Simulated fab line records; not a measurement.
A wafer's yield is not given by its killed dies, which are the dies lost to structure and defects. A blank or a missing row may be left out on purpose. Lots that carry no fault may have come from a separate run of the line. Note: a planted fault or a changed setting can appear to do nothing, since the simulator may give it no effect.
fab line records ; flow berkeley-cmos170
record lots=12; wafers=36; last-day=14
route steps=331 shown SCREENOX@101
lots with no fault: from the same line, run without faults
start-h: hours from the record's first day to the start of the lot's first wafer shown ; wait-h: hours from the lot's prior step to this one ; " unchanged from the row above ; L1.1+2: one row covering several wafers at once ; - no value, or no start given ; * or withheld: withheld ; < > ~ a bound
route shown NAME@n: a module of which the file shows steps, and the number in the route of the first ; usual: mean/standard deviation of fault-free wafers ; same: alike in all rows ; chamber/n: place in a boat ; sites: the reading at each site ; _std_site: the values' standard deviation ; _edge_site: the outer-site mean with the inner-site mean subtracted ; radius-mm: how far each site lies from the wafer's centre ; mask NAME#n: copy n ; behind: the most recent tool/chamber to have shaped the wafer ; hold: why the lot went on hold/how many hours it stayed there/how the hold came to an end ; device: the transistor (n, p or np) that didn't switch ; end of line: at the end of the route, the tests of the same wafers ; for a step that has no rows: nothing shown but its recipe ; killed: the dies lost at the first sort to structure and to defects; this is not the yield of the wafer ; map: a wafer's dies, x killed, . not, _ none there
set.NAME: the setting the step ran with; set.NAME@STEP: the setting that earlier step ran with ; model.NAME: the simulator's own value behind a step, which no gauge read
the route's steps for a sample of lots (tables are steps, rows are wafers)
services: when a tool's chamber went out of use (start-h, in hours from the record's first day, below 0 if earlier), for how many hours, and the reason
## steps
# step UCB170_SCREENOX_OXIDATION_01
# recipe temp-c=900; ambient=O2; target-thk-a=144; ox-time-s=2400
# usual spike-tc-centre-C=902.4/1.2; spike-tc-load-C=924/3.5; spike-tc-source-C=925/6.9; tube-center-temp-C=900.01/0.083; tube_center_temp_C_max=902.3/0.39; zone-power-load-pct=28/3.8
lot.wafer;tool;chamber;start-h;wait-h;spike-tc-centre-C;spike-tc-load-C;spike-tc-source-C;tube-center-temp-C;tube_center_temp_C_max;zone-power-load-pct
L904.1;furnace-02;0;116.08;5.9;901.4;929;917;899.97;901.8;32
L904.3;furnace-02;0;116.08;5.9;901.7;928;918;899.9;902.3;31
L904.5;furnace-02;0;116.08;5.9;901.7;928;917;900.17;902.0;31
L905.2;furnace-01;0;123.81;5.1;903.5;924;928;900.07;901.7;23
L905.3;furnace-01;0;123.81;5.1;903.3;922;927;899.98;902.2;23
L905.5;furnace-01;0;123.81;5.1;901.4;923;928;899.91;902.2;23
L906.1;furnace-01;0;123.81;5.1;904.5;923;927;899.95;902.2;23
L906.2;furnace-01;0;123.81;5.1;902.0;922;926;899.92;902.3;23
L906.4;furnace-01;0;123.81;5.1;903.6;921;927;899.88;903.3;23
L908.1;furnace-04;0;147.69;7.7;902.6;921;930;899.92;902.5;24
L908.2;furnace-04;0;147.69;7.7;903.7;921;932;899.93;901.9;24
L908.5;furnace-04;0;147.69;7.7;903.0;920;934;899.89;901.8;24
L914.1;furnace-02;0;185.58;5.1;798.0;821;812;796.35;798.8;24
L914.4;furnace-02;0;185.58;5.1;798.3;822;813;796.34;799.1;24
L914.5;furnace-02;0;185.58;5.1;799.5;822;812;796.44;798.6;24
L915.1;furnace-02;0;185.58;5.1;797.5;823;812;796.42;799.0;24
L915.4;furnace-02;0;185.58;5.1;798.8;823;811;796.26;798.6;24
L915.6;furnace-02;0;185.58;5.1;798.3;824;813;796.47;798.2;24
L921.1;furnace-04;0;220.58;6.6;902.8;918;932;899.97;901.6;24
L921.5;furnace-04;0;220.58;6.6;903.3;922;930;899.9;902.8;25
L921.6;furnace-04;0;220.58;6.6;904.5;922;932;899.91;901.7;25
L922.3;furnace-04;0;220.58;6.6;903.1;920;932;899.94;903.1;25
L922.4;furnace-04;0;220.58;6.6;903.9;921;932;900.11;903.0;25
L922.6;furnace-04;0;220.58;6.6;901.4;921;933;900.01;902.4;24
L924.1;furnace-04;0;238.10;5.1;902.4;921;932;900.14;902.9;24
L924.3;furnace-04;0;238.10;5.1;903.1;922;931;899.96;902.1;25
L924.4;furnace-04;0;238.10;5.1;902.1;920;932;899.89;902.0;24
L925.3;furnace-04;0;238.10;5.1;903.8;919;932;900;902.8;24
L925.5;furnace-04;0;238.10;5.1;902.3;922;931;900.02;902.2;24
L925.6;furnace-04;0;238.10;5.1;903.2;921;930;899.97;902.0;24
L926.3;furnace-04;0;253.77;5.5;904.6;921;930;900.02;902.4;25
L926.5;furnace-04;0;253.77;5.5;903.7;919;934;900.09;903.8;24
L926.6;furnace-04;0;253.77;5.5;903.2;920;932;900.04;902.6;25
L927.2;furnace-04;0;253.77;5.5;903.1;918;932;899.97;902.2;24
L927.4;furnace-04;0;253.77;5.5;903.2;921;931;900.12;902.2;24
L927.6;furnace-04;0;253.77;5.5;905.0;921;931;899.91;902.3;25
# step UCB170_SCREENOX_THK_MEAS_02
# recipe reads=SiO2_of_SCREENOX_OXIDATION_01
# usual SCREENOX_OXIDE_THK=14.26/0.27
lot.wafer;tool;chamber;start-h;wait-h;SCREENOX_OXIDE_THK[nm]
L904.1;film-metro-04;-;117.74;0.0;14.56
L904.3;film-metro-04;-;117.74;0.0;14.48
L904.5;film-metro-04;-;117.74;0.0;14.63
L906.1;film-metro-02;-;125.48;0.0;14.27
L906.2;film-metro-02;-;125.48;0.0;14.18
L906.4;film-metro-02;-;125.48;0.0;14.39
L905.2;film-metro-01;-;125.49;0.0;14.65
L905.3;film-metro-01;-;125.49;0.0;14.50
L905.5;film-metro-01;-;125.49;0.0;14.42
L908.1;film-metro-02;-;149.35;0.0;14.40
L908.2;film-metro-02;-;149.35;0.0;14.58
L908.5;film-metro-02;-;149.35;0.0;14.48
L914.1;film-metro-04;-;187.24;0.0;3.60
L914.4;film-metro-04;-;187.24;0.0;3.71
L914.5;film-metro-04;-;187.24;0.0;3.69
L915.1;film-metro-01;-;187.24;0.0;3.94
L915.4;film-metro-01;-;187.24;0.0;4.00
L915.6;film-metro-01;-;187.24;0.0;3.95
L921.1;film-metro-01;-;222.25;0.0;14.43
L921.5;film-metro-01;-;222.25;0.0;14.50
L921.6;film-metro-01;-;222.25;0.0;14.28
L922.3;film-metro-04;-;222.27;0.0;14.69
L922.4;film-metro-04;-;222.27;0.0;14.42
L922.6;film-metro-04;-;222.27;0.0;14.77
L924.1;film-metro-02;-;239.77;0.0;14.40
L924.3;film-metro-02;-;239.77;0.0;14.40
L924.4;film-metro-02;-;239.77;0.0;14.54
L925.3;film-metro-04;-;239.79;0.0;14.31
L925.5;film-metro-04;-;239.79;0.0;14.16
L925.6;film-metro-04;-;239.79;0.0;14.41
L927.2;film-metro-02;-;255.44;0.0;13.91
L927.4;film-metro-02;-;255.44;0.0;13.66
L927.6;film-metro-02;-;255.44;0.0;13.82
L926.3;film-metro-01;-;255.45;0.0;13.94
L926.5;film-metro-01;-;255.45;0.0;13.94
L926.6;film-metro-01;-;255.45;0.0;14.04
## services
tool;chamber;start-h;hours;kind
furnace-02;-;142.78;4.1;pm
furnace-01;-;224.18;5.3;pm
furnace-01;-;229.45;4.1;pm
furnace-01;-;238.57;12.9;repair
## key
first-sign step=UCB170_SCREENOX_OXIDATION_01; reading=tube-center-temp-C; direction=down; sigmas=99+; usual=*; struck=*
effect step=UCB170_SCREENOX_OXIDATION_01; reading=tube_center_temp_C_max; direction=down; sigmas=99+; usual=*; struck=*
effect step=UCB170_SCREENOX_THK_MEAS_02; reading=SCREENOX_OXIDE_THK; direction=down; sigmas=38; usual=14.26; struck=3.82
met-at UCB170_SCREENOX_OXIDATION_01
struck-lots L914,L915
tester-left-out L914,L915
onset-between 116.08 185.58
fault kind=process-parameter-drift; tool=furnace-02; chamber=-; onset-h=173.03; steps=UCB170_SCREENOX_OXIDATION_01; channel=temp-c; offset=*; shape=step; end-h=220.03; acts-in=*; stated=*
# tester-left-out: of these lots the tester's yield and bins aren't shown, on N5 and GAA mostly nor the transistor test; their killed dies are dies lost to structure and defects alone, not to doping, threshold or leakage, so they don't give the yield
